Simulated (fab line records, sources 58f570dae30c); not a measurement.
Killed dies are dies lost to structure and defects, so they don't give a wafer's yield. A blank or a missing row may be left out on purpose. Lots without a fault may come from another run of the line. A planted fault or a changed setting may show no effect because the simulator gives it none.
One fault seen from 2 desks | flow berkeley_cmos170 | each desk has only its own numbers; what lay behind them comes last

THE METROLOGY DESK
What the gauges read, lot by lot, whatever tool the lot ran on: means of the sampled wafers that have a number. A lot is out of limits, marked OUT, if its mean lies more than 4 standard deviations from the usual mean; the brackets give that distance.
Columns: A = SILICIDE_TI_RS at UCB170_SILICIDE_RS_MEAS_02, usual 26.3 ohm/sq
lot  | first seen here | A
L495 | day 6 15:30     | 26.9
L497 | day 6 23:59     | 26.2
L499 | day 7 09:00     | 26.3
L500 | day 8 03:56     | 26.1
L502 | day 8 12:35     | 26.4
L504 | day 8 16:40     | 25.6
L506 | day 8 17:03     | 26.6
L503 | day 8 17:15     | 25.8
L501 | day 8 17:36     | 25.8
L511 | day 10 14:14    | 25.9
L509 | day 10 14:49    | 26.8
L512 | day 10 19:54    | 26.5
L518 | day 11 13:54    | 25.6
L517 | day 11 14:33    | 26.6
This desk's finding: nothing out of limits on any of the 14 lots.

THE TOOL OWNER'S DESK: rie_diel-02
The tool's own readings at UCB170_CONTACT_ETCH_17 (etches BARC in N2/H2): means of the sampled wafers that have a number, for each lot that ran on this tool. A lot is out of limits, marked OUT, if its mean lies more than 4 standard deviations from the usual mean; the brackets give that distance.
Columns: A = bias_w at UCB170_CONTACT_ETCH_17, usual 100.0 W; B = chamber_pressure_mTorr at UCB170_CONTACT_ETCH_17, usual 29.999 mTorr; C = drypump_motor_current_A at UCB170_CONTACT_ETCH_17, usual 5.8 A; D = oes_product_au at UCB170_CONTACT_ETCH_17, usual 1.004 a.u.; E = throttle_valve_pct at UCB170_CONTACT_ETCH_17, usual 13.26 %
lot  | first seen here | A               | B      | C   | D     | E
L504 | day 8 22:53     | 100.2           | 30.005 | 5.6 | 0.957 | 13.20
L511 | day 10 19:38    | 105.3 (+16) OUT | 29.994 | 5.8 | 0.985 | 13.06
L512 | day 11 02:27    | 105.1 (+16) OUT | 30.009 | 5.7 | 1.002 | 13.15
This desk's finding: out of limits on L511, L512; first on L511, day 10 19:38 (bias_w at UCB170_CONTACT_ETCH_17). In limits: L504.

PUT TOGETHER
The tool owner's desk could have raised an alarm at day 10 19:38, on L511, L512.
The metrology desk saw nothing out of limits.
The metrology desk has L511, L512 on record, within its limits.
Of the lots named, all ran UCB170_CONTACT_ETCH_17 on rie_diel-02.

WHAT THE SIMULATOR HAD PUT IN
Process parameter drift: rie_diel-02, from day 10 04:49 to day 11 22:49, at UCB170_CONTACT_ETCH_17. Setting bias_w, moved by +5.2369, from 100. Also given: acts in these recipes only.
Lots struck among those shown: L511, L512.
Hours from the fault's start to each desk's first reading out of limits: the tool owner's desk, 15.
